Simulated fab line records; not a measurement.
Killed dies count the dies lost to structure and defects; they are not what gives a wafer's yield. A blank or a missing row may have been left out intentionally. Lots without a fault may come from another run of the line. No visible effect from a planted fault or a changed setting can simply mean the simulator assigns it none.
fab line records -- flow rit-cmos
record: lots: 5, wafers: 23
route steps=202 shown ACTIVE@7 NWELL@29 PWELL@44 WELLDRIVE@50 NRETRO@54 GATE@84
start-h: start of the lot's first displayed wafer, in hours after the record's first day -- wait-h: hours from the lot's prior step to this one -- " same as the row above -- L1.1+2: several wafers, shown together as one row -- - no value present, or no start provided -- * or withheld: withheld -- < > ~ a bound
route shown NAME@n: NAME is a module with steps in the file, n the number in the route of the first one -- usual: mean and standard deviation over wafers with no fault -- same: alike in all rows -- chamber/n: place in a boat -- sites: each site's reading -- _std_site: standard deviation across them -- _edge_site: outer sites' mean less inner sites' -- radius-mm: for every site, how far away it sits from the centre of the wafer -- mask NAME#n: copy n -- behind: the last tool/chamber to shape the wafer -- hold: why the lot went on hold/how many hours it stayed there/how the hold came to an end -- device: transistor that didn't switch, given as n, p or np -- end of line: tests run on the same wafers once the route is complete -- for a step that has no rows: nothing shown but its recipe -- killed: the dies lost at the first sort to structure and to defects; this is not the yield of the wafer -- map: a wafer's dies, x killed, . not, _ none there
set.NAME: the setting as run; set.NAME@STEP: as run at that earlier step -- model.NAME: the simulator's own value behind a step, which no gauge read
lots where settings were altered on purpose, with a table for each step and a row for each wafer
== steps ==
step: RIT_ACTIVE_COAT_06
recipe: resist: NOVOLAK, spin-rpm: 3250, resist-thk-nm: 1000
lot.wafer,tool,chamber,start-h,wait-h,set.resist-thk-nm,model.NOVOLAK_of_ACTIVE_COAT_06.thk-nm
L074.2+4,litho-track-04,0,13.84,0.1,1000,1004
L074.6,litho-track-04,0,13.84,0.1,1000,1001
L078.2,litho-track-03,0,33.77,0.1,1039,1038
L078.3,litho-track-03,0,33.77,0.1,1000,1001
L078.4,litho-track-03,0,33.77,0.1,1039,1037
L078.5,litho-track-03,0,33.77,0.1,1000,999.2
L078.6,litho-track-03,0,33.77,0.1,1000,1002
L079.1,litho-track-04,0,38.74,0.1,957.3,962.2
L079.2,litho-track-04,0,38.74,0.1,1000,1001
L079.3,litho-track-04,0,38.74,0.1,1000,1005
L079.4,litho-track-04,0,38.74,0.1,957.3,960.9
L079.5,litho-track-04,0,38.74,0.1,957.3,962.1
L080.1,litho-track-02,0,44.68,0.1,950.1,945
L080.2,litho-track-02,0,44.68,0.1,1000,994.2
L080.3,litho-track-02,0,44.68,0.1,1000,995.3
L080.5,litho-track-02,0,44.68,0.1,950.1,945.9
L080.6,litho-track-02,0,44.68,0.1,1000,993.6
L081.2+3+4+5,litho-track-03,0,48.77,0.1,1000,1002
L081.6,litho-track-03,0,48.77,0.1,1000,1000
step: RIT_ACTIVE_DEVELOP_10
recipe: resist: NOVOLAK, develop-time-s: 50, dev-temp-c: 23
lot.wafer,tool,chamber,start-h,wait-h,set.develop-time-s
L074.2+4+6,litho-track-02,0,-,-,50
L078.2+5,litho-track-02,0,-,-,50
L078.3+4+6,litho-track-02,0,-,-,54.56
L079.1+4,litho-track-03,0,-,-,57.24
L079.2+3+5,litho-track-03,0,-,-,50
L080.1+2,litho-track-03,0,-,-,42.78
L080.3+5+6,litho-track-03,0,-,-,50
L081.2+5,litho-track-02,0,-,-,50
L081.3+4+6,litho-track-02,0,-,-,54.34
step: RIT_ACTIVE_CD_MEAS_11
recipe: target-cd-nm: 1400
usual: cd-nm: 1400.5/2.5
lot.wafer,tool,chamber,start-h,wait-h,set.develop-time-s@ACTIVE_DEVELOP_10,cd-nm
L074.2,cd-sem-02,-,14.66,-,50,1399.4
L074.4,cd-sem-02,-,14.66,-,50,1398.3
L074.6,cd-sem-02,-,14.66,-,50,1401.2
L078.2,cd-sem-02,-,34.46,-,50,1401.6
L078.3,cd-sem-02,-,34.46,-,54.56,1388.3
L078.4,cd-sem-02,-,34.46,-,54.56,1392.7
L078.5,cd-sem-02,-,34.46,-,50,1397.6
L078.6,cd-sem-02,-,34.46,-,54.56,1389.2
L079.1,cd-sem-01,-,39.44,-,57.24,1381.1
L079.2,cd-sem-01,-,39.44,-,50,1398.5
L079.3,cd-sem-01,-,39.44,-,50,1400.0
L079.4,cd-sem-01,-,39.44,-,57.24,1382.1
L079.5,cd-sem-01,-,39.44,-,50,1393.1
L080.1,cd-sem-02,-,45.38,-,42.78,1408.4
L080.2,cd-sem-02,-,45.38,-,42.78,1414.8
L080.3,cd-sem-02,-,45.38,-,50,1396.8
L080.5,cd-sem-02,-,45.38,-,50,1394.6
L080.6,cd-sem-02,-,45.38,-,50,1400.2
L081.2,cd-sem-02,-,49.58,-,50,1400.3
L081.3,cd-sem-02,-,49.58,-,54.34,1392.9
L081.4,cd-sem-02,-,49.58,-,54.34,1391.0
L081.5,cd-sem-02,-,49.58,-,50,1399.3
L081.6,cd-sem-02,-,49.58,-,54.34,1391.9
step: RIT_ACTIVE_HARDBAKE_12
recipe: resist: NOVOLAK, temp-c: 140, time-s: 60
lot.wafer,tool,chamber,start-h,wait-h,set.resist-thk-nm@ACTIVE_COAT_06,model.NOVOLAK_of_ACTIVE_COAT_06.thk-nm
L074.2,litho-track-02,0,14.78,0.1,1000,887.1
L074.4,litho-track-02,0,14.78,0.1,1000,887.2
L074.6,litho-track-02,0,14.78,0.1,1000,884.6
L078.2,litho-track-02,0,34.58,0.1,1039,916.9
L078.3,litho-track-02,0,34.58,0.1,1000,884.4
L078.4,litho-track-02,0,34.58,0.1,1039,916.4
L078.5,litho-track-02,0,34.58,0.1,1000,883.1
L078.6,litho-track-02,0,34.58,0.1,1000,885.2
L079.1+5,litho-track-02,0,39.56,0.1,957.3,850.6
L079.2,litho-track-02,0,39.56,0.1,1000,885
L079.3,litho-track-02,0,39.56,0.1,1000,888.6
L079.4,litho-track-02,0,39.56,0.1,957.3,849.5
L080.1,litho-track-03,0,45.50,0.1,950.1,835.7
L080.2,litho-track-03,0,45.50,0.1,1000,878.8
L080.3,litho-track-03,0,45.50,0.1,1000,879.7
L080.5,litho-track-03,0,45.50,0.1,950.1,836.5
L080.6,litho-track-03,0,45.50,0.1,1000,878.1
L081.2,litho-track-02,0,49.71,0.1,1000,885.3
L081.3,litho-track-02,0,49.71,0.1,1000,885.6
L081.4+5,litho-track-02,0,49.71,0.1,1000,885.7
L081.6,litho-track-02,0,49.71,0.1,1000,884.1
step: RIT_ACTIVE_ETCH_13
recipe: stop-on: SiO2, chemistry: SF6, target: Si3N4, time-s: 210, over-etch-frac: 0.4, SF6_flow_sccm: 200, pressure-mtorr: 260, rf-w: 125, target-depth-a: 2100
lot.wafer,tool,chamber,start-h,wait-h,set.resist-thk-nm@ACTIVE_COAT_06,set.develop-time-s@ACTIVE_DEVELOP_10,model.NOVOLAK_of_ACTIVE_COAT_06.thk-nm,model.ACTIVE.cd-nm
L074.2,rie-diel-01,3,14.91,0.1,1000,50,656,1399
L074.4,rie-diel-01,1,14.91,0.1,1000,50,657.1,1398
L074.6,rie-diel-01,2,14.91,0.1,1000,50,658.8,1402
L078.2,rie-diel-02,3,34.71,0.1,1039,50,685.8,1402
L078.3,rie-diel-02,0,34.71,0.1,1000,54.56,651.7,1388
L078.4,rie-diel-02,2,34.71,0.1,1039,54.56,682.7,1392
L078.5,rie-diel-02,2,34.71,0.1,1000,50,647.4,1398
L078.6,rie-diel-02,3,34.71,0.1,1000,54.56,652.1,1389
L079.1,rie-diel-01,2,39.71,0.1,957.3,57.24,628.7,1382
L079.2,rie-diel-01,1,39.71,0.1,1000,50,655.4,1398
L079.3,rie-diel-01,0,39.71,0.1,1000,50,667.7,1400
L079.4,rie-diel-01,3,39.71,0.1,957.3,57.24,623.4,1381
L079.5,rie-diel-01,1,39.71,0.1,957.3,50,624.4,1393
L080.1,rie-diel-01,0,45.65,0.1,950.1,42.78,615.8,1409
L080.2,rie-diel-01,1,45.65,0.1,1000,42.78,652.3,1415
L080.3,rie-diel-01,2,45.65,0.1,1000,50,655.5,1397
L080.5,rie-diel-01,1,45.65,0.1,950.1,50,611,1395
L080.6,rie-diel-01,2,45.65,0.1,1000,50,654.7,1400
L081.2,rie-diel-02,3,49.83,0.1,1000,50,653.9,1401
L081.3,rie-diel-02,0,49.83,0.1,1000,54.34,653.7,1393
L081.4,rie-diel-02,2,49.83,0.1,1000,54.34,651,1391
L081.5,rie-diel-02,2,49.83,0.1,1000,50,651,1399
L081.6,rie-diel-02,1,49.83,0.1,1000,54.34,652.2,1392
step: RIT_ACTIVE_STRIP_14
recipe: chemistry: O2, time-s: 180, resist: NOVOLAK, platen-temp-c: withheld, power-w: 500, pressure-mtorr: 4000, o2-flow-sccm: 4000
lot.wafer,tool,chamber,start-h,wait-h,set.pressure-mtorr
L074.2+4+6,plasma-asher-04,0,15.04,0.1,4000
L078.2+3+4+5+6,plasma-asher-04,"0,1,0,0,1",34.84,0.1,4189
L079.1+2+3+4+5,plasma-asher-01,"1,0,0,1,1",39.84,0.1,4000
L080.1+2+3+5+6,plasma-asher-03,"1,0,1,1,0",45.78,0.1,4217
L081.2+3+4+5+6,plasma-asher-04,"1,0,1,0,1",49.97,0.1,3746
step: RIT_ACTIVE_CD_MEAS_90
recipe: target-cd-nm: 1400
usual: cd-nm: 1400.5/2.6
lot.wafer,tool,chamber,start-h,wait-h,set.develop-time-s@ACTIVE_DEVELOP_10,cd-nm
L074.2,cd-sem-01,-,15.24,0.1,50,1399.8
L074.4,cd-sem-01,-,15.24,0.1,50,1398.2
L074.6,cd-sem-01,-,15.24,0.1,50,1401.3
L078.2,cd-sem-02,-,35.04,0.1,50,1401.5
L078.3,cd-sem-02,-,35.04,0.1,54.56,1388.5
L078.4,cd-sem-02,-,35.04,0.1,54.56,1392.6
L078.5,cd-sem-02,-,35.04,0.1,50,1397.6
L078.6,cd-sem-02,-,35.04,0.1,54.56,1389.3
L079.1,cd-sem-01,-,40.02,0.1,57.24,1381.6
L079.2,cd-sem-01,-,40.02,0.1,50,1398.0
L079.3,cd-sem-01,-,40.02,0.1,50,1399.9
L079.4,cd-sem-01,-,40.02,0.1,57.24,1381.5
L079.5,cd-sem-01,-,40.02,0.1,50,1392.8
L080.1,cd-sem-01,-,45.96,0.1,42.78,1408.1
L080.2,cd-sem-01,-,45.96,0.1,42.78,1414.8
L080.3,cd-sem-01,-,45.96,0.1,50,1397.3
L080.5,cd-sem-01,-,45.96,0.1,50,1395.2
L080.6,cd-sem-01,-,45.96,0.1,50,1400.5
L081.2,cd-sem-02,-,50.16,0.1,50,1400.4
L081.3,cd-sem-02,-,50.16,0.1,54.34,1393.2
L081.4,cd-sem-02,-,50.16,0.1,54.34,1390.9
L081.5,cd-sem-02,-,50.16,0.1,50,1399.5
L081.6,cd-sem-02,-,50.16,0.1,54.34,1391.9
step: RIT_NWELL_COAT_01
recipe: resist: NOVOLAK, spin-rpm: 2000, resist-thk-nm: 1300
lot.wafer,tool,chamber,start-h,wait-h,set.spin-rpm,model.NOVOLAK_of_NWELL_COAT_01.thk-nm
L074.2,litho-track-01,0,21.04,0.1,2000,1302
L074.4,litho-track-01,0,21.04,0.1,2000,1304
L074.6,litho-track-01,0,21.04,0.1,2000,1306
L078.2+3+4,litho-track-04,0,39.78,0.1,2000,1310
L078.5,litho-track-04,0,39.78,0.1,2000,1311
L078.6,litho-track-04,0,39.78,0.1,2000,1309
L079.1,litho-track-01,0,45.01,0.1,2000,1298
L079.2+3,litho-track-01,0,45.01,0.1,2100,1266
L079.4,litho-track-01,0,45.01,0.1,2100,1269
L079.5,litho-track-01,0,45.01,0.1,2000,1300
L080.1,litho-track-01,0,51.29,0.1,1942,1312
L080.2,litho-track-01,0,51.29,0.1,1942,1315
L080.3,litho-track-01,0,51.29,0.1,2000,1293
L080.5,litho-track-01,0,51.29,0.1,1942,1313
L080.6,litho-track-01,0,51.29,0.1,2000,1297
L081.2+3,litho-track-04,0,56.40,0.1,2079,1278
L081.4,litho-track-04,0,56.40,0.1,2000,1299
L081.5,litho-track-04,0,56.40,0.1,2000,1301
L081.6,litho-track-04,0,56.40,0.1,2000,1306
step: RIT_NWELL_SOFTBAKE_02
recipe: resist: NOVOLAK, temp-c: 90, time-s: 60
step: RIT_NWELL_EXPOSE_03
recipe: mask-id: M2, na: 0.57, target-cd-nm: 43900, dose-mj: 250
step: RIT_NWELL_DEVELOP_05
recipe: resist: NOVOLAK, develop-time-s: 68, dev-temp-c: 23
step: RIT_NWELL_HARDBAKE_07
recipe: resist: NOVOLAK, temp-c: 140, time-s: 120
lot.wafer,tool,chamber,start-h,wait-h,set.spin-rpm@NWELL_COAT_01,model.NOVOLAK_of_NWELL_COAT_01.thk-nm
L074.2,litho-track-03,0,21.82,0.1,2000,1139
L074.4,litho-track-03,0,21.82,0.1,2000,1140
L074.6,litho-track-03,0,21.82,0.1,2000,1142
L078.2+4,litho-track-04,0,40.68,0.1,2000,1145
L078.3,litho-track-04,0,40.68,0.1,2000,1146
L078.5,litho-track-04,0,40.68,0.1,2000,1147
L078.6,litho-track-04,0,40.68,0.1,2000,1144
L079.1,litho-track-03,0,45.90,0.0,2000,1135
L079.2+3,litho-track-03,0,45.90,0.0,2100,1108
L079.4,litho-track-03,0,45.90,0.0,2100,1110
L079.5,litho-track-03,0,45.90,0.0,2000,1137
L080.1,litho-track-01,0,52.18,0.0,1942,1147
L080.2,litho-track-01,0,52.18,0.0,1942,1149
L080.3,litho-track-01,0,52.18,0.0,2000,1131
L080.5,litho-track-01,0,52.18,0.0,1942,1148
L080.6,litho-track-01,0,52.18,0.0,2000,1134
L081.2+3,litho-track-03,0,57.18,0.1,2079,1118
L081.4,litho-track-03,0,57.18,0.1,2000,1136
L081.5,litho-track-03,0,57.18,0.1,2000,1138
L081.6,litho-track-03,0,57.18,0.1,2000,1142
step: RIT_NWELL_IMPLANT_08
recipe: species: P, energy-kev: 170, dose-cm2: 5e+13, tilt-deg: 7
lot.wafer,tool,chamber,start-h,wait-h,set.dose-cm2
L074.2+4+6,implanter-01,0,22.06,0.2,5e+13
L078.2+3,implanter-03,0,40.92,0.2,5e+13
L078.4+5+6,implanter-03,0,40.92,0.2,5.373e+13
L079.1+2+3+4+5,implanter-02,0,46.15,0.2,5e+13
L080.1+2+3,implanter-03,0,52.43,0.2,4.855e+13
L080.5+6,implanter-03,0,52.43,0.2,5e+13
L081.2+3+6,implanter-01,0,57.41,0.2,5e+13
L081.4+5,implanter-01,0,57.41,0.2,5.35e+13
step: RIT_NWELL_STRIP_09
recipe: chemistry: O2, time-s: 180, resist: NOVOLAK, platen-temp-c: withheld, power-w: 500, pressure-mtorr: 4000, o2-flow-sccm: 4000
step: RIT_NWELL_TW_MEAS_10
usual: NWELL_TW: 2154/18
lot.wafer,tool,chamber,start-h,wait-h,set.dose-cm2@NWELL_IMPLANT_08,NWELL_TW
L074.2,film-metro-03,-,22.37,0.1,5e+13,2146
L074.4,film-metro-03,-,22.37,0.1,5e+13,2151
L074.6,film-metro-03,-,22.37,0.1,5e+13,2141
L078.2,film-metro-01,-,41.23,0.1,5e+13,2135
L078.3,film-metro-01,-,41.23,0.1,5e+13,2129
L078.4,film-metro-01,-,41.23,0.1,5.373e+13,2200
L078.5,film-metro-01,-,41.23,0.1,5.373e+13,2191
L078.6,film-metro-01,-,41.23,0.1,5.373e+13,2181
L079.1,film-metro-01,-,46.48,0.1,5e+13,2138
L079.2,film-metro-01,-,46.48,0.1,5e+13,2145
L079.3,film-metro-01,-,46.48,0.1,5e+13,2150
L079.4,film-metro-01,-,46.48,0.1,5e+13,2139
L079.5,film-metro-01,-,46.48,0.1,5e+13,2139
L080.1,film-metro-03,-,52.75,0.1,4.855e+13,2124
L080.2,film-metro-03,-,52.75,0.1,4.855e+13,2132
L080.3,film-metro-03,-,52.75,0.1,4.855e+13,2132
L080.5,film-metro-03,-,52.75,0.1,5e+13,2156
L080.6,film-metro-03,-,52.75,0.1,5e+13,2157
L081.2,film-metro-03,-,57.72,0.1,5e+13,2142
L081.3,film-metro-03,-,57.72,0.1,5e+13,2151
L081.4,film-metro-03,-,57.72,0.1,5.35e+13,2206
L081.5,film-metro-03,-,57.72,0.1,5.35e+13,2195
L081.6,film-metro-03,-,57.72,0.1,5e+13,2146
step: RIT_PWELL_DEVELOP_05
recipe: resist: NOVOLAK, develop-time-s: 68, dev-temp-c: 23
lot.wafer,tool,chamber,start-h,wait-h,set.develop-time-s
L074.2+4+6,litho-track-02,0,-,-,68
L078.2+3+4,litho-track-04,0,-,-,59.8
L078.5+6,litho-track-04,0,-,-,68
L079.1+2+3,litho-track-02,0,-,-,68
L079.4+5,litho-track-02,0,-,-,77.93
L080.1+5+6,litho-track-04,0,-,-,68
L080.2+3,litho-track-04,0,-,-,64.83
L081.2+3+5,litho-track-01,0,-,-,61.09
L081.4+6,litho-track-01,0,-,-,68
step: RIT_PWELL_HARDBAKE_07
recipe: resist: NOVOLAK, temp-c: 140, time-s: 120
step: RIT_WELLDRIVE_ANNEAL_00
recipe: temp-c: 1100, time-s: 14700, ambient: N2
step: RIT_WELLDRIVE_RS_MEAS_01
recipe: thk-meas-gauge: four-point-probe
usual: NWELL_RS: 275.8/0.74
lot.wafer,tool,chamber,start-h,wait-h,set.dose-cm2@NWELL_IMPLANT_08,NWELL_RS[ohm/sq]
L074.2,film-metro-03,-,29.22,0.0,5e+13,276.6
L074.4,film-metro-03,-,29.22,0.0,5e+13,276.4
L074.6,film-metro-03,-,29.22,0.0,5e+13,277.1
L078.2,film-metro-03,-,47.96,0.0,5e+13,276.6
L078.3,film-metro-03,-,47.96,0.0,5e+13,276.3
L078.4,film-metro-03,-,47.96,0.0,5.373e+13,264.5
L078.5,film-metro-03,-,47.96,0.0,5.373e+13,265.6
L078.6,film-metro-03,-,47.96,0.0,5.373e+13,265.0
L079.1,film-metro-01,-,53.17,0.0,5e+13,275.1
L079.2,film-metro-01,-,53.17,0.0,5e+13,276.1
L079.3,film-metro-01,-,53.17,0.0,5e+13,276.2
L079.4,film-metro-01,-,53.17,0.0,5e+13,275.0
L079.5,film-metro-01,-,53.17,0.0,5e+13,276.1
L080.1,film-metro-03,-,59.57,0.0,4.855e+13,280.8
L080.2,film-metro-03,-,59.57,0.0,4.855e+13,281.0
L080.3,film-metro-03,-,59.57,0.0,4.855e+13,281.1
L080.5,film-metro-03,-,59.57,0.0,5e+13,276.7
L080.6,film-metro-03,-,59.57,0.0,5e+13,276.6
L081.2,film-metro-04,-,64.55,0.0,5e+13,275.8
L081.3,film-metro-04,-,64.55,0.0,5e+13,275.5
L081.4,film-metro-04,-,64.55,0.0,5.35e+13,264.8
L081.5,film-metro-04,-,64.55,0.0,5.35e+13,265.8
L081.6,film-metro-04,-,64.55,0.0,5e+13,276.2
step: RIT_NRETRO_COAT_01
recipe: resist: NOVOLAK, spin-rpm: 2000, resist-thk-nm: 1300
lot.wafer,tool,chamber,start-h,wait-h,set.resist-thk-nm,model.NOVOLAK_of_NRETRO_COAT_01.thk-nm
L074.2,litho-track-03,0,29.61,0.1,1300,1298
L074.4,litho-track-03,0,29.61,0.1,1300,1294
L074.6,litho-track-03,0,29.61,0.1,1300,1295
L078.2,litho-track-02,0,48.35,0.1,1373,1368
L078.3,litho-track-02,0,48.35,0.1,1373,1369
L078.4,litho-track-02,0,48.35,0.1,1300,1299
L078.5,litho-track-02,0,48.35,0.1,1300,1298
L078.6,litho-track-02,0,48.35,0.1,1373,1373
L079.1+3,litho-track-01,0,53.56,0.1,1364,1363
L079.2,litho-track-01,0,53.56,0.1,1300,1294
L079.4,litho-track-01,0,53.56,0.1,1364,1364
L079.5,litho-track-01,0,53.56,0.1,1300,1296
L080.1,litho-track-03,0,59.96,0.1,1265,1257
L080.2,litho-track-03,0,59.96,0.1,1265,1262
L080.3+5,litho-track-03,0,59.96,0.1,1300,1296
L080.6,litho-track-03,0,59.96,0.1,1300,1297
L081.2,litho-track-01,0,65.00,0.1,1300,1298
L081.3+5,litho-track-01,0,65.00,0.1,1300,1296
L081.4,litho-track-01,0,65.00,0.1,1300,1301
L081.6,litho-track-01,0,65.00,0.1,1300,1297
step: RIT_NRETRO_DEVELOP_05
recipe: resist: NOVOLAK, develop-time-s: 68, dev-temp-c: 23
lot.wafer,tool,chamber,start-h,wait-h,set.develop-time-s
L074.2+4+6,litho-track-03,0,-,-,68
L078.2+3+5,litho-track-02,0,-,-,75.82
L078.4+6,litho-track-02,0,-,-,68
L079.1+2,litho-track-01,0,-,-,62.89
L079.3+4+5,litho-track-01,0,-,-,68
L080.1+6,litho-track-02,0,-,-,72.28
L080.2+3+5,litho-track-02,0,-,-,68
L081.2+3+4+5+6,litho-track-02,0,-,-,68
step: RIT_NRETRO_HARDBAKE_07
recipe: resist: NOVOLAK, temp-c: 140, time-s: 120
lot.wafer,tool,chamber,start-h,wait-h,set.resist-thk-nm@NRETRO_COAT_01,model.NOVOLAK_of_NRETRO_COAT_01.thk-nm
L074.2,litho-track-03,0,30.40,0.1,1300,1135
L074.4,litho-track-03,0,30.40,0.1,1300,1132
L074.6,litho-track-03,0,30.40,0.1,1300,1133
L078.2+3,litho-track-03,0,49.26,0.1,1373,1196
L078.4,litho-track-03,0,49.26,0.1,1300,1136
L078.5,litho-track-03,0,49.26,0.1,1300,1135
L078.6,litho-track-03,0,49.26,0.1,1373,1200
L079.1+3+4,litho-track-02,0,54.33,0.0,1364,1192
L079.2,litho-track-02,0,54.33,0.0,1300,1132
L079.5,litho-track-02,0,54.33,0.0,1300,1134
L080.1,litho-track-03,0,60.86,0.2,1265,1100
L080.2,litho-track-03,0,60.86,0.2,1265,1104
L080.3+6,litho-track-03,0,60.86,0.2,1300,1134
L080.5,litho-track-03,0,60.86,0.2,1300,1133
L081.2+6,litho-track-01,0,65.89,0.1,1300,1135
L081.3+5,litho-track-01,0,65.89,0.1,1300,1133
L081.4,litho-track-01,0,65.89,0.1,1300,1138
step: RIT_GATE_CVD_08
recipe: material: poly-Si, target-thk-nm: 250, temp-c: 610, precursor: SiH4, time-s: 2220, pressure-mtorr: 300, sih4-flow-sccm: 100
lot.wafer,tool,chamber,start-h,wait-h,set.pressure-mtorr,model.poly-Si_of_GATE_CVD_08.thk-nm
L074.2,lpcvd-02,0,34.81,0.0,300,250.2
L074.4,lpcvd-02,0,34.81,0.0,300,250.6
L074.6,lpcvd-02,0,34.81,0.0,300,249
L078.2,-,-,-,0.0,277.1,236.9
L078.3,-,-,-,0.0,277.1,240
L078.4,-,-,-,0.0,277.1,237.6
L078.5,-,-,-,0.0,277.1,239.6
L078.6,-,-,-,0.0,277.1,237.8
L079.1,-,-,-,0.1,337.2,266.4
L079.2,-,-,-,0.1,337.2,267.2
L079.3,-,-,-,0.1,337.2,268.1
L079.4,-,-,-,0.1,337.2,267.4
L079.5,-,-,-,0.1,337.2,265.3
L080.1,-,-,-,0.1,286.2,242
L080.2,-,-,-,0.1,286.2,242.4
L080.3,-,-,-,0.1,286.2,243.8
L080.5,-,-,-,0.1,286.2,242.6
L080.6,-,-,-,0.1,286.2,241.2
L081.2,-,-,-,0.0,300,250.8
L081.3,-,-,-,0.0,300,249.9
L081.4,-,-,-,0.0,300,250.7
L081.5,-,-,-,0.0,300,251.8
L081.6,-,-,-,0.0,300,251.1
step: RIT_GATE_THK_MEAS_09
recipe: reads: poly-Si_of_GATE_CVD_08
usual: GATE_POLY_THK: 249.1/1.9
lot.wafer,tool,chamber,start-h,wait-h,set.pressure-mtorr@GATE_CVD_08,GATE_POLY_THK[nm]
L074.2,film-metro-01,-,36.44,0.0,300,250.1
L074.4,film-metro-01,-,36.44,0.0,300,250.7
L074.6,film-metro-01,-,36.44,0.0,300,249.1
L078.2,film-metro-03,-,-,-,277.1,236.9
L078.3,film-metro-03,-,-,-,277.1,239.9
L078.4,film-metro-03,-,-,-,277.1,237.7
L078.5,film-metro-03,-,-,-,277.1,239.8
L078.6,film-metro-03,-,-,-,277.1,237.8
L079.1,film-metro-03,-,-,-,337.2,266.2
L079.2,film-metro-03,-,-,-,337.2,267.2
L079.3,film-metro-03,-,-,-,337.2,268.4
L079.4,film-metro-03,-,-,-,337.2,267.3
L079.5,film-metro-03,-,-,-,337.2,265.3
L080.1,film-metro-03,-,-,-,286.2,241.9
L080.2,film-metro-03,-,-,-,286.2,242.4
L080.3,film-metro-03,-,-,-,286.2,243.5
L080.5,film-metro-03,-,-,-,286.2,242.7
L080.6,film-metro-03,-,-,-,286.2,241.1
L081.2,film-metro-02,-,-,-,300,250.6
L081.3,film-metro-02,-,-,-,300,250.0
L081.4,film-metro-02,-,-,-,300,250.7
L081.5,film-metro-02,-,-,-,300,251.7
L081.6,film-metro-02,-,-,-,300,251.2
== key ==
split: step: RIT_ACTIVE_COAT_06, setting: resist-thk-nm, stated: 1000, by: wafer
response: step: RIT_ACTIVE_COAT_06, reading: model.NOVOLAK_of_ACTIVE_COAT_06.thk-nm, change: +9.71, per: 1%, r: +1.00
response: step: RIT_ACTIVE_HARDBAKE_12, reading: model.NOVOLAK_of_ACTIVE_COAT_06.thk-nm, change: +8.5, per: 1%, r: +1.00
response: step: RIT_ACTIVE_ETCH_13, reading: model.NOVOLAK_of_ACTIVE_COAT_06.thk-nm, change: +8.39, per: 1%, r: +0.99
split: step: RIT_ACTIVE_DEVELOP_10, setting: develop-time-s, stated: 50, by: wafer
response: step: RIT_ACTIVE_CD_MEAS_11, reading: cd-nm, change: -1.02, per: 1%, r: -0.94
response: step: RIT_ACTIVE_ETCH_13, reading: model.ACTIVE.cd-nm, change: -1.02, per: 1%, r: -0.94
response: step: RIT_ACTIVE_CD_MEAS_90, reading: cd-nm, change: -0.999, per: 1%, r: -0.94
split: step: RIT_ACTIVE_STRIP_14, setting: pressure-mtorr, stated: 4000, by: lot
response none clear
split: step: RIT_NWELL_COAT_01, setting: spin-rpm, stated: 2000, by: wafer
response: step: RIT_NWELL_COAT_01, reading: model.NOVOLAK_of_NWELL_COAT_01.thk-nm, change: -6.21, per: 1%, r: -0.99
response: step: RIT_NWELL_HARDBAKE_07, reading: model.NOVOLAK_of_NWELL_COAT_01.thk-nm, change: -5.34, per: 1%, r: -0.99
split: step: RIT_NWELL_IMPLANT_08, setting: dose-cm2, stated: 5e+13, by: wafer
response: step: RIT_NWELL_TW_MEAS_10, reading: NWELL_TW, change: +7.95, per: 1%, r: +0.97
response: step: RIT_WELLDRIVE_RS_MEAS_01, reading: NWELL_RS, change: -1.51, per: 1%, r: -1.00
split: step: RIT_PWELL_DEVELOP_05, setting: develop-time-s, stated: 68, by: wafer
response none clear
split: step: RIT_NRETRO_COAT_01, setting: resist-thk-nm, stated: 1300, by: wafer
response: step: RIT_NRETRO_COAT_01, reading: model.NOVOLAK_of_NRETRO_COAT_01.thk-nm, change: +13.3, per: 1%, r: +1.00
response: step: RIT_NRETRO_HARDBAKE_07, reading: model.NOVOLAK_of_NRETRO_COAT_01.thk-nm, change: +11.4, per: 1%, r: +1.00
split: step: RIT_NRETRO_DEVELOP_05, setting: develop-time-s, stated: 68, by: wafer
response none clear
split: step: RIT_GATE_CVD_08, setting: pressure-mtorr, stated: 300, by: lot
response: step: RIT_GATE_CVD_08, reading: model.poly-Si_of_GATE_CVD_08.thk-nm, change: +1.43, per: 1%, r: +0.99
response: step: RIT_GATE_THK_MEAS_09, reading: GATE_POLY_THK, change: +1.43, per: 1%, r: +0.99
